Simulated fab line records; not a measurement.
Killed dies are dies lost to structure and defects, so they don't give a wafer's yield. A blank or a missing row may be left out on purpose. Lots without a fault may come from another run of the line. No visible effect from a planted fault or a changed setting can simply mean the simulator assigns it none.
fab line records    flow ritCmos
[record] lots = 12  wafers = 36  lastDay = 5
route steps=202 shown NWELL@38 PLDD@122 PSD@148
lots with no fault: from the same line, run without faults
startH: start of the lot's first displayed wafer, in hours after the record's first day    waitH: time in hours since the lot's previous step    " unchanged from the row above    L1.1+2: several wafers, shown together as one row    - no value present, or no start provided    * or withheld: withheld    < > ~ a bound
route shown NAME@n: names a module that has steps shown in the file, with the first one's number in the route    usual: mean/standard deviation taken from wafers without a fault    same: alike in all rows    chamber/n: place in a boat    sites: the reading at each site    _std_site: standard deviation of those values    _edge_site: mean of outer sites minus mean of inner sites    radiusMm: for every site, how far away it sits from the centre of the wafer    mask NAME#n: copy n    behind: the last tool/chamber to shape the wafer    hold: cause of the lot's hold/its duration in hours/its outcome    device: transistor that didn't switch, given as n, p or np    end of line: tests of these same wafers at the route's end    where a step has no rows: the recipe by itself    killed: at the first sort, the dies lost to defects and structure; wafer yield is something else    map: the dies of a wafer, with x for killed, . for not killed, _ for no die there
set.NAME: the setting that was run; set.NAME@STEP: the one run at that earlier step    model.NAME: the simulator's own value behind a step, which no gauge read
steps of the route over a sample of lots; a table a step, a row a wafer
services: a tool's chamber out of use, with start hour (startH, from the record's first day; less than 0 if before it), hours out, and reason
[[steps]]
[step RIT_NWELL_TW_MEAS_10]
[usual] NWELL_TW = 2144/20
lot.wafer  tool          chamber  startH  waitH  NWELL_TW
L807.3     filmMetro-04  -        21.25   0.1    2176
L807.4     "             -        "       "      2188
L807.5     "             -        "       "      2182
L808.1     filmMetro-02  -        25.92   0.1    2122
L808.3     "             -        "       "      2127
L808.4     "             -        "       "      2120
L809.3     filmMetro-04  -        31.21   0.1    2175
L809.5     "             -        "       "      2168
L809.6     "             -        "       "      2167
L810.2     filmMetro-01  -        37.26   0.1    2171
L810.3     "             -        "       "      2160
L810.5     "             -        "       "      2191
L811.1     filmMetro-04  -        41.87   0.1    2171
L811.2     "             -        "       "      2158
L811.6     "             -        "       "      2172
L812.1     filmMetro-02  -        47.43   0.1    2113
L812.3     "             -        "       "      2123
L812.6     "             -        "       "      2129
L813.2     filmMetro-01  -        52.52   0.1    2157
L813.5     "             -        "       "      2156
L813.6     "             -        "       "      2170
L814.1     filmMetro-02  -        59.79   0.1    2115
L814.5     "             -        "       "      2132
L814.6     "             -        "       "      2118
L815.3     filmMetro-02  -        62.95   0.1    2121
L815.4     "             -        "       "      2117
L815.6     "             -        "       "      2127
L816.3     filmMetro-04  -        65.95   0.1    2183
L816.4     "             -        "       "      2177
L816.5     "             -        "       "      2173
L817.1     filmMetro-04  -        71.67   0.1    2160
L817.4     "             -        "       "      2165
L817.6     "             -        "       "      2154
L818.2     filmMetro-02  -        77.44   0.1    2124
L818.5     "             -        "       "      2125
L818.6     "             -        "       "      2127
[step RIT_PLDD_IMPLANT_08]
[recipe] species = BF2  energyKev = 20  doseCm2 = 9e+14  tiltDeg = 7
[usual] doseIonsCm2 = 9.001e+14/8.8e+11  implantIonAmu = 49/0
lot.wafer  tool          chamber  startH  waitH  doseIonsCm2  implantIonAmu
L807.3     implanter-01  0        43.80   0.1    9.014e+14    49
L807.4     "             0        "       "      9.001e+14    49
L807.5     "             0        "       "      9.008e+14    49
L808.1     implanter-01  0        49.43   0.1    9.016e+14    49
L808.3     "             0        "       "      9.013e+14    49
L808.4     "             0        "       "      9.011e+14    49
L809.3     implanter-04  0        57.42   0.1    8.996e+14    49
L809.5     "             0        "       "      9.016e+14    49
L809.6     "             0        "       "      9.005e+14    49
L810.2     implanter-03  0        61.71   0.1    8.992e+14    49
L810.3     "             0        "       "      8.991e+14    49
L810.5     "             0        "       "      8.993e+14    49
L811.1     implanter-01  0        64.11   0.1    8.991e+14    49
L811.2     "             0        "       "      8.994e+14    49
L811.6     "             0        "       "      8.998e+14    49
L812.1     implanter-03  0        69.21   0.1    9.008e+14    49
L812.3     "             0        "       "      8.997e+14    49
L812.6     "             0        "       "      9.006e+14    49
L813.2     implanter-03  0        76.47   0.1    8.991e+14    49
L813.5     "             0        "       "      8.987e+14    49
L813.6     "             0        "       "      8.999e+14    49
L814.1     implanter-04  0        83.48   0.1    9.003e+14    49
L814.5     "             0        "       "      8.99e+14     49
L814.6     "             0        "       "      9e+14        49
L815.3     implanter-01  0        84.07   0.1    8.999e+14    75
L815.4     "             0        "       "      8.993e+14    75
L815.6     "             0        "       "      8.99e+14     75
L816.3     implanter-01  0        87.69   0.1    9.01e+14     75
L816.4     "             0        "       "      9.003e+14    75
L816.5     "             0        "       "      9.011e+14    75
L817.1     implanter-03  0        95.49   0.1    9.001e+14    75
L817.4     "             0        "       "      8.993e+14    75
L817.6     "             0        "       "      9.005e+14    75
L818.2     implanter-04  0        99.02   0.1    8.996e+14    75
L818.5     "             0        "       "      9.006e+14    75
L818.6     "             0        "       "      9.001e+14    75
[step RIT_PLDD_TW_MEAS_10]
[usual] PLDD_TW = 2336/15
lot.wafer  tool          chamber  startH  waitH  PLDD_TW
L807.3     filmMetro-02  -        44.09   0.1    2335
L807.4     "             -        "       "      2335
L807.5     "             -        "       "      2346
L808.1     filmMetro-01  -        49.75   0.1    2350
L808.3     "             -        "       "      2364
L808.4     "             -        "       "      2369
L809.3     filmMetro-03  -        57.72   0.1    2336
L809.5     "             -        "       "      2335
L809.6     "             -        "       "      2322
L810.2     filmMetro-03  -        62.02   0.1    2322
L810.3     "             -        "       "      2323
L810.5     "             -        "       "      2324
L811.1     filmMetro-03  -        64.43   0.1    2322
L811.2     "             -        "       "      2323
L811.6     "             -        "       "      2318
L812.1     filmMetro-01  -        69.53   0.1    2377
L812.3     "             -        "       "      2372
L812.6     "             -        "       "      2355
L813.2     filmMetro-02  -        76.78   0.1    2338
L813.5     "             -        "       "      2323
L813.6     "             -        "       "      2352
L814.1     filmMetro-03  -        83.81   0.1    2325
L814.5     "             -        "       "      2336
L814.6     "             -        "       "      2324
L815.3     filmMetro-03  -        84.37   0.1    2936
L815.4     "             -        "       "      2967
L815.6     "             -        "       "      2930
L816.3     filmMetro-03  -        88.11   0.1    2953
L816.4     "             -        "       "      2943
L816.5     "             -        "       "      2956
L817.1     filmMetro-02  -        95.81   0.1    2956
L817.4     "             -        "       "      2963
L817.6     "             -        "       "      2957
L818.2     filmMetro-02  -        99.33   0.1    2947
L818.5     "             -        "       "      2952
L818.6     "             -        "       "      2945
[step RIT_PSD_OVL_MEAS_06]
[usual] PSD_OVL = -0.4/1.7
lot.wafer  tool        chamber  startH  waitH  PSD_OVL[nm]
L807.3     overlay-01  -        49.30   -      2.1
L807.4     "           -        "       "      3.0
L807.5     "           -        "       "      1.7
L808.1     overlay-02  -        54.70   -      0.5
L808.3     "           -        "       "      -0.8
L808.4     "           -        "       "      -2.3
L809.3     overlay-02  -        62.69   -      -0.6
L809.5     "           -        "       "      -0.2
L809.6     "           -        "       "      -1.8
L810.2     overlay-01  -        67.11   -      -0.4
L810.3     "           -        "       "      -1.0
L810.5     "           -        "       "      -0.5
L811.1     overlay-01  -        69.27   -      -1.2
L811.2     "           -        "       "      0.1
L811.6     "           -        "       "      -1.5
L812.1     overlay-01  -        74.50   -      0.9
L812.3     "           -        "       "      0.9
L812.6     "           -        "       "      1.1
L813.2     overlay-01  -        81.78   -      1.9
L813.5     "           -        "       "      0.4
L813.6     "           -        "       "      0.6
L814.1     overlay-01  -        88.82   -      0.3
L814.5     "           -        "       "      -0.6
L814.6     "           -        "       "      -2.1
L815.3     overlay-02  -        89.30   -      -2.6
L815.4     "           -        "       "      -1.9
L815.6     "           -        "       "      -3.5
L816.3     overlay-02  -        92.96   -      -1.3
L816.4     "           -        "       "      -2.3
L816.5     "           -        "       "      -1.7
L817.1     overlay-01  -        100.94  -      -0.8
L817.4     "           -        "       "      0.8
L817.6     "           -        "       "      0.6
L818.2     overlay-01  -        104.40  -      1.3
L818.5     "           -        "       "      1.5
L818.6     "           -        "       "      0.6
[step RIT_PSD_STRIP_09]
[recipe] chemistry = O2  timeS = 180  resist = NOVOLAK  platenTempC = withheld  powerW = 500  pressureMtorr = 4000  o2FlowSccm = 4000
[usual] drypumpMotorCurrentA = 6.1/0.57
lot.wafer  tool            chamber  startH  waitH  drypumpMotorCurrentA  rfHoursCounterH
L807.3     plasmaAsher-04  1        49.68   0.1    6.6                   -
L807.4     "               0        "       "      5.9                   -
L807.5     "               0        "       "      5.9                   -
L808.1     plasmaAsher-02  0        55.29   0.1    6.8                   37
L808.3     "               1        "       "      4.9                   -
L808.4     "               0        "       "      6.8                   -
L809.3     plasmaAsher-04  0        63.07   0.1    5.9                   -
L809.5     "               1        "       "      6.6                   -
L809.6     "               0        "       "      5.9                   -
L810.2     plasmaAsher-02  1        67.58   0.1    4.9                   38
L810.3     "               1        "       "      4.9                   -
L810.5     "               1        "       "      4.9                   -
L811.1     plasmaAsher-01  1        69.61   0.1    6.0                   40
L811.2     "               0        "       "      6.1                   40
L811.6     "               0        "       "      6.1                   -
L812.1     plasmaAsher-01  0        74.84   0.1    6.1                   41
L812.3     "               0        "       "      6.1                   -
L812.6     "               1        "       "      6.0                   -
L813.2     plasmaAsher-01  1        82.11   0.1    6.1                   42
L813.5     "               1        "       "      6.0                   -
L813.6     "               0        "       "      6.1                   -
L814.1     plasmaAsher-02  1        89.16   0.1    5.0                   41
L814.5     "               0        "       "      6.8                   -
L814.6     "               1        "       "      5.0                   -
L815.3     plasmaAsher-01  1        89.68   0.1    6.1                   -
L815.4     "               0        "       "      6.1                   -
L815.6     "               1        "       "      6.0                   -
L816.3     plasmaAsher-01  0        93.34   0.1    6.1                   -
L816.4     "               1        "       "      6.0                   -
L816.5     "               1        "       "      6.0                   -
L817.1     plasmaAsher-04  1        101.28  0.1    6.6                   30
L817.4     "               0        "       "      5.9                   -
L817.6     "               1        "       "      6.5                   -
L818.2     plasmaAsher-02  1        104.73  0.1    4.9                   43
L818.5     "               1        "       "      4.9                   -
L818.6     "               0        "       "      6.8                   -
[step RIT_SDANNEAL_RS_MEAS_06]
[recipe] thkMeasGauge = four-point-probe
[usual] PLDD_RS = 178.7/0.46
lot.wafer  tool          chamber  startH  waitH  PLDD_RS[ohm/sq]
L807.3     filmMetro-03  -        50.56   0.1    178.2
L807.4     "             -        "       "      178.3
L807.5     "             -        "       "      178.4
L808.1     filmMetro-01  -        56.19   0.1    178.0
L808.3     "             -        "       "      178.4
L808.4     "             -        "       "      178.6
L809.3     filmMetro-01  -        63.95   0.1    178.8
L809.5     "             -        "       "      178.8
L809.6     "             -        "       "      178.9
L810.2     filmMetro-03  -        68.50   0.1    178.6
L810.3     "             -        "       "      178.2
L810.5     "             -        "       "      178.5
L811.1     filmMetro-03  -        70.51   0.1    178.5
L811.2     "             -        "       "      178.2
L811.6     "             -        "       "      178.5
L812.1     filmMetro-02  -        75.77   0.1    177.7
L812.3     "             -        "       "      178.2
L812.6     "             -        "       "      178.3
L813.2     filmMetro-03  -        83.04   0.1    178.4
L813.5     "             -        "       "      177.9
L813.6     "             -        "       "      178.3
L814.1     filmMetro-03  -        90.07   0.1    179.0
L814.5     "             -        "       "      178.1
L814.6     "             -        "       "      178.5
L815.3     filmMetro-02  -        90.58   0.1    68.7
L815.4     "             -        "       "      68.6
L815.6     "             -        "       "      68.6
L816.3     filmMetro-02  -        94.24   0.1    68.6
L816.4     "             -        "       "      68.8
L816.5     "             -        "       "      68.6
L817.1     filmMetro-03  -        102.22  0.1    68.8
L817.4     "             -        "       "      68.6
L817.6     "             -        "       "      68.7
L818.2     filmMetro-03  -        105.65  0.1    68.8
L818.5     "             -        "       "      68.8
L818.6     "             -        "       "      68.7
[[services]]
tool            chamber  startH  hours  kind
implanter-04    -        27.00   2.8    repair
implanter-04    -        37.16   0.6    repair
implanter-03    -        41.97   2.5    repair
implanter-04    -        47.88   2.1    pm
plasmaAsher-02  -        50.39   3.1    repair
plasmaAsher-04  -        78.37   17.6   repair
implanter-01    -        104.28  4.5    repair
[[key]]
[firstSign] step = RIT_PLDD_IMPLANT_08  reading = implantIonAmu  direction = up  sigmas = 99+  usual = 49  struck = 75
[effect] step = RIT_PLDD_TW_MEAS_10  reading = PLDD_TW  direction = up  sigmas = 42  usual = 2336  struck = 2950
[effect] step = RIT_SDANNEAL_RS_MEAS_06  reading = PLDD_RS  direction = down  sigmas = 99+  usual = 178.7  struck = 68.7
metAt RIT_PLDD_IMPLANT_08
struckLots L815,L816,L817,L818
sortLeftOut L815.3,L815.4,L815.6,L816.3,L816.4,L816.5,L817.1,L817.4,L817.6,L818.2,L818.5,L818.6
testerLeftOut L815,L816,L817,L818
notActingAt RIT_NWELL_TW_MEAS_10,RIT_PSD_OVL_MEAS_06,RIT_PSD_STRIP_09
onsetBetween 83.48 84.07
[fault] kind = wrongRecipeDownload  tool = implanter-01,implanter-03,implanter-04  chamber = -  onsetH = 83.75  steps = RIT_PLDD_IMPLANT_08  wrongRecipe.notListed = 1
// testerLeftOut: of these lots the tester's yield and bins aren't shown, on N5 and GAA mostly nor the transistor test; their killed dies are dies lost to structure and defects alone, not to doping, threshold or leakage, so they don't give the yield
// sortLeftOut: the simulated sort isn't trusted on such a fault, so these wafers' sort isn't shown, and their yield isn't known
